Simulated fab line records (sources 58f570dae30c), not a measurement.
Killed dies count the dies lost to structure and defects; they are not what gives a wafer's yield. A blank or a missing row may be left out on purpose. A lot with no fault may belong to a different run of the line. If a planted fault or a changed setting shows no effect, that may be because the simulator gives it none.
Which tool did it? | flow berkeleyCmos170 | Sampling: 6 lots, 18 wafers, 4 of 331 route steps

WHAT THE GAUGES READ, wafer by wafer
UCB170_PFIELD_OVL_MEAS_06.
lot  | measured    | on         | PFIELD_OVL (nm)
L147 | day 5 01:30 | overlay-01 | -2 2 -3
L150 | day 5 15:29 | overlay-01 | -3 -3 -2
L152 | day 5 22:09 | overlay-02 | -2 3 -1
L154 | day 6 17:46 | overlay-02 | - - -
L156 | day 6 19:44 | overlay-01 | -6 -6 -8
L164 | day 8 04:05 | overlay-02 | -12 -5 -3

EACH LOT AND THE TOOL THAT RAN IT (in order: tool; ch and the chambers of the sampled wafers; start)
lot  | UCB170_ACTIVE_ETCH_15            | UCB170_ACTIVE_STRIP_16             | UCB170_PFIELD_EXPOSE_03
L147 | rieDiel-03 ch 0,2,3, day 4 21:50 | plasmaAsher-01 ch 0,1, day 4 21:56 | krfScanner-02 ch 0, day 5 00:12
L150 | rieDiel-02 ch 1,2,3, day 5 11:18 | plasmaAsher-01 ch 0,1, day 5 11:24 | krfScanner-01 ch 0, day 5 14:44
L152 | rieDiel-01 ch 0,3, day 5 18:29   | plasmaAsher-04 ch 0,1, day 5 18:37 | krfScanner-01 ch 0, day 5 21:35
L154 | rieDiel-02 ch 2,3, day 6 12:22   | plasmaAsher-01 ch 0,1, day 6 12:28 | krfScanner-02 ch 0, day 6 16:46
L156 | rieDiel-03 ch 0,1,3, day 6 16:28 | plasmaAsher-01 ch 0,1, day 6 16:34 | krfScanner-02 ch 0, day 6 18:31
L164 | rieDiel-02 ch 0,1,3, day 8 02:04 | plasmaAsher-01 ch 0,1, day 8 02:10 | krfScanner-02 ch 0, day 8 03:29
- UCB170_ACTIVE_ETCH_15: etches Si3N4 in CH3F/Ar/O2, stops on SiO2, target depth 242 nm, time 151 s.
- UCB170_ACTIVE_STRIP_16: strips in O2.
- UCB170_PFIELD_EXPOSE_03: exposes mask PFIELD, target cd 1500 nm.

THE ANSWER, worked out from the rows above alone
Rule: the lots themselves supply what counts as usual. Put in order of their means at a reading, lots are off if they are a third of the lots or fewer, leave a main group of 4 or more, and stand apart from it by a gap of 3 or more times the standard deviation of the main group's means; of several such gaps the widest counts. A main group whose means are all the same, to the digits that the tables above print for the reading, isn't used. A lot without any number at a reading at which 4 lots or more have one is off too. All remaining lots with rows at the step are treated as sound.
Off: L154, at UCB170_PFIELD_OVL_MEAS_06 (PFIELD_OVL). Without a number there: L154. Mean -3 nm and standard deviation 2.8 in the main group.
A tool fits if, at a process step before that reading, it ran every lot that is off, and no sound lot after the first of them. The gauges at UCB170_PFIELD_OVL_MEAS_06 are tried like those tools. Not one of the candidates tried fits.

WHAT WAS PUT IN BY THE SIMULATOR
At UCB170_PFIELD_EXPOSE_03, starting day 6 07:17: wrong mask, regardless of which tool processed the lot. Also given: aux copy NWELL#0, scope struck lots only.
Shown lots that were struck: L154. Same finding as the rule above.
